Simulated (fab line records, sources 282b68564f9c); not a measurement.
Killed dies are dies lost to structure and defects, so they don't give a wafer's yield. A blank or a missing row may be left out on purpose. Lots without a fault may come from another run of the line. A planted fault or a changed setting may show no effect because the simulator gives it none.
A struck lot beside a sound one | flow rit_cmos | 13 steps out of a route of 202
Sound: wafers L518.1, L518.4, L518.5. Struck: wafers L516.2, L516.3, L516.6. The cause comes at the end.
At each step with rows: each side's tool, then ch and its chambers, then its first start. Under that, the readings that differ: sound wafers | struck wafers | difference of the means | sigmas: that difference in standard deviations of wafers without a fault.
alike: readings whose means differ by less than 2 such deviations, and words and numbers that are the same on both sides. not compared: withheld readings, readings that some wafer has no value for, bounds like >300 that may hide the same value, and numbers for which the record gives no deviation and whose values overlap.
The two part at a step that has a row with sigmas, a row that says differs or no value, or rows on one side only. Numbers that don't overlap but have no deviation are shown without sigmas and don't part them. A reading that every wafer of one side lacks parts them only if that side has two wafers or more.

first, 2 steps without rows for these wafers: RIT_ACTIVE_PEB_09; RIT_ACTIVE_DEVELOP_10 (develop time 50 s).
RIT_ACTIVE_CD_MEAS_11: target cd 1400 nm.
  sound on cd_sem-01, day 4 12:35; struck on cd_sem-01, day 4 03:46
  alike: cd_nm
then, 1 step without rows for these wafers: RIT_ACTIVE_HARDBAKE_12 (time 60 s).
RIT_ACTIVE_ETCH_13: etches Si3N4 in SF6, stops on SiO2, time 210 s, target depth 210 nm.
  sound on rie_diel-01 ch 0,1,3, day 4 12:51; struck on rie_diel-02 ch 0,2, day 4 04:01
  alike: SF6_flow_sccm, chamber_pressure_mTorr, drypump_motor_current_A, oes_product_au, throttle_valve_pct
  not compared: rf_hours_counter_h
RIT_ACTIVE_STRIP_14: strips in O2, time 180 s.
  sound on plasma_asher-04 ch 0,1, day 4 12:59; struck on plasma_asher-04 ch 1, day 4 04:09
  alike: chamber_pressure_mTorr, drypump_motor_current_A, o2_flow_sccm
  not compared: rf_hours_counter_h
RIT_ACTIVE_CD_MEAS_90: target cd 1400 nm.
  sound on cd_sem-01, day 4 13:10; struck on cd_sem-01, day 4 04:21
  alike: cd_nm
then, 4 steps without rows for these wafers: RIT_ACTIVE_CLEAN_15 (cleans in SC1, time 600 s); RIT_ACTIVE_CLEAN_16 (cleans in dHF, time 30 s); RIT_ACTIVE_CLEAN_17 (cleans in SC2, time 600 s); RIT_FOX1_OXIDATION_00 (target thk 350.7 nm, ox time 1130 s).
RIT_FOX1_THK_MEAS_01:
  sound on film_metro-04, day 4 16:01; struck on film_metro-04, day 4 06:08
  alike: FOX1_OXIDE_THK
RIT_FOX1_WET_ETCH_02: etches SiO2 in BOE, target depth 350 nm, time 390 s.
  sound on wet_bench-02 ch 1, day 4 16:04; struck on wet_bench-02 ch 3, day 4 06:11
  no value came back on the struck wafers for bath_heat_duty_pct (%), run_length_s (s); on the sound wafers bath_heat_duty_pct (%) reads 1.7 1.2 2.0
  reading                                     | sound             | struck            | difference | sigmas
  model.SiO2_of_FOX1_OXIDATION_00.thk_nm (nm) | 0 0 0             | 353 354.1 355.6   | +354       |
  model.Si3N4_of_ACTIVE_CVD_03.thk_nm (nm)    | 139.7 139.6 139.3 | 142.8 142.9 141.4 | +2.8       |

WHERE THEY PART
Only at RIT_FOX1_WET_ETCH_02, within this record.

WHY: what the simulator had put in
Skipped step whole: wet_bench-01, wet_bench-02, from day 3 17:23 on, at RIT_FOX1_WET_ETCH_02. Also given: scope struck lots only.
